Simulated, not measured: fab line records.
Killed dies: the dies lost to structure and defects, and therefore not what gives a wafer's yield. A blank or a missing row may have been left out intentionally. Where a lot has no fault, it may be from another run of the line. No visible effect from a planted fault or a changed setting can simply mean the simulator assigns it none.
A struck lot beside a sound one / flow ritCmos / 30 out of 202 route steps
Sound: wafers L601.1, L601.2, L601.4. Wafers L606.2, L606.4, L606.6 were the ones struck. The cause comes at the end.
Order at every step that has rows: each side's tool, ch and its chambers, its first start. Under that, the readings that differ: sound wafers / struck wafers / difference of the means / sigmas: that difference in standard deviations of wafers without a fault.
alike: same words and numbers on both sides, and readings whose means sit less than 2 such deviations apart. not compared: any withheld reading, any reading some wafer has no value for, any bound like >300 that may hide the same value, and any number with overlapping values for which the record gives no deviation.
Wherever a step has rows on one side only, a row that says differs or no value, or a row with sigmas, the two part there. Numbers that have no deviation but don't overlap get no sigmas and don't part them. A reading missing from all wafers of one side parts the sides only when that side holds two or more wafers.

RIT_FOX2_THK_MEAS_01:
  sound on filmMetro-04, day 3 22:56; struck on filmMetro-03, day 5 02:23
  alike: FOX2_OXIDE_THK
then, 2 steps without rows for these wafers: RIT_FOX2_CLEAN_02 (cleans in dHF, time 180 s); RIT_FOX2_WET_ETCH_03 (etches Si3N4 in H3PO4, target depth 195 nm, time 2700 s).
RIT_FOX2_THK_MEAS_90:
  sound on filmMetro-03, day 3 23:48; struck on filmMetro-04, day 5 03:19
  alike: FIELD_OXIDE_LEFT_1_THK
then, 6 steps without rows for these wafers: RIT_NWELL_HMDS_00 (prime time 60 s); RIT_NWELL_COAT_01 (resist thk 1300 nm); RIT_NWELL_SOFTBAKE_02 (time 60 s); RIT_NWELL_EXPOSE_03 (exposes mask M2, target cd 43900 nm); RIT_NWELL_PEB_04; RIT_NWELL_DEVELOP_05 (develop time 68 s).
RIT_NWELL_OVL_MEAS_06:
  sound on overlay-01, day 4 00:52; struck on overlay-02, day 5 04:27
  alike: NWELL_OVL
then, 1 step without rows for these wafers: RIT_NWELL_HARDBAKE_07 (time 120 s).
RIT_NWELL_IMPLANT_08:
  sound on implanter-01 ch 0, day 4 01:10; struck on implanter-01 ch 0, day 5 04:46
reading=doseIonsCm2; sound=4.998e+13 4.996e+13 5.004e+13; struck=7.098e+13 7.096e+13 7.098e+13; difference=+2.098e+13; sigmas=+99 or more
reading=faradayCurrentUA; sound=162 161 160; struck=226 225 222; difference=+63; sigmas=+20
RIT_NWELL_STRIP_09: strips in O2, time 180 s.
  sound on plasmaAsher-03 ch 0,1, day 4 01:19; struck on plasmaAsher-03 ch 0,1, day 5 04:53
  alike: drypumpMotorCurrentA, rfReflPowerW
  not compared: rfHoursCounterH
RIT_NWELL_TW_MEAS_10:
  sound on filmMetro-02, day 4 01:29; struck on filmMetro-03, day 5 05:04
reading=NWELL_TW; sound=2109 2113 2110; struck=2411 2417 2417; difference=+304; sigmas=+12
then, 6 steps without rows for these wafers: RIT_PWELL_HMDS_00 (prime time 60 s); RIT_PWELL_COAT_01 (resist thk 1300 nm); RIT_PWELL_SOFTBAKE_02 (time 60 s); RIT_PWELL_EXPOSE_03 (exposes mask M3, target cd 43700 nm); RIT_PWELL_PEB_04; RIT_PWELL_DEVELOP_05 (develop time 68 s).
RIT_PWELL_OVL_MEAS_06:
  sound on overlay-01, day 4 02:26; struck on overlay-02, day 5 06:35
  alike: PWELL_OVL
then, 2 steps without rows for these wafers: RIT_PWELL_HARDBAKE_07 (time 120 s); RIT_PWELL_IMPLANT_08.
RIT_PWELL_STRIP_09: strips in O2, time 180 s.
  sound on plasmaAsher-04 ch 0,1, day 4 02:52; struck on plasmaAsher-04 ch 0, day 5 07:14
  alike: drypumpMotorCurrentA, rfReflPowerW
  not compared: rfHoursCounterH
RIT_PWELL_TW_MEAS_10:
  sound on filmMetro-03, day 4 03:02; struck on filmMetro-01, day 5 07:25
  alike: PWELL_TW
then, 1 step without rows for these wafers: RIT_WELLDRIVE_ANNEAL_00 (time 14700 s).
RIT_WELLDRIVE_RS_MEAS_01: a four-point-probe measurement.
  sound on filmMetro-02, day 4 08:44; struck on filmMetro-03, day 5 12:34
reading=NWELL_RS (ohm/sq); sound=274.8 275.2 275.5; struck=224.0 223.6 224.2; difference=-51.2; sigmas=-70
RIT_WELLDRIVE_RS_MEAS_02: a four-point-probe measurement.
  sound on filmMetro-02, day 4 08:52; struck on filmMetro-03, day 5 12:41
  alike: PWELL_RS
RIT_M1_PROBE_99:
  sound on prober-01, day 5 16:06; struck on prober-02, day 6 20:07
reading=model.etest.pmos_0p3.rOnOhmUm; sound=6304 6304 6325; struck=6618 6418 6546; difference=+216; sigmas=
reading=model.etest.nwellPinched.rsOhmSq; sound=331.9 330.6 332.7; struck=275.6 272.4 269.5; difference=-59.2; sigmas=
reading=model.etest.wellEdgeLeft.lineOhmUm; sound=180.3 182.6 181.5; struck=143.7 144.4 142.9; difference=-37.8; sigmas=
reading=model.etest.wellEdgeRight.lineOhmUm; sound=182.3 182.3 182.4; struck=141.3 142.7 143.2; difference=-39.9; sigmas=
reading=model.etest.pmos_0p15.driveUaUm; sound=251.8 255.4 256.4; struck=241.9 250.5 242.8; difference=-9.5; sigmas=
reading=model.etest.pmosTurned.driveUaUm; sound=188.2 190.7 191.4; struck=177.3 185.6 177.1; difference=-10.1; sigmas=
  alike: killedAtContacts, killedAtFrontEnd, killedDies, killedOpen, killedShort
  not compared: model.etest.pmosTurned.rOnOhmUm, model.etest.pmos_0p15.rOnOhmUm

WHERE THEY PART
Earliest at RIT_NWELL_IMPLANT_08; latest, in this record, at RIT_WELLDRIVE_RS_MEAS_01. Later steps at which nothing parts them and some readings are alike: RIT_WELLDRIVE_RS_MEAS_02, RIT_M1_PROBE_99.

WHY: what the simulator had put in
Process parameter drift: implanter-01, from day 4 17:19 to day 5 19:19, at RIT_NWELL_IMPLANT_08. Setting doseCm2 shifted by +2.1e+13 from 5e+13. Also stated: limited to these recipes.
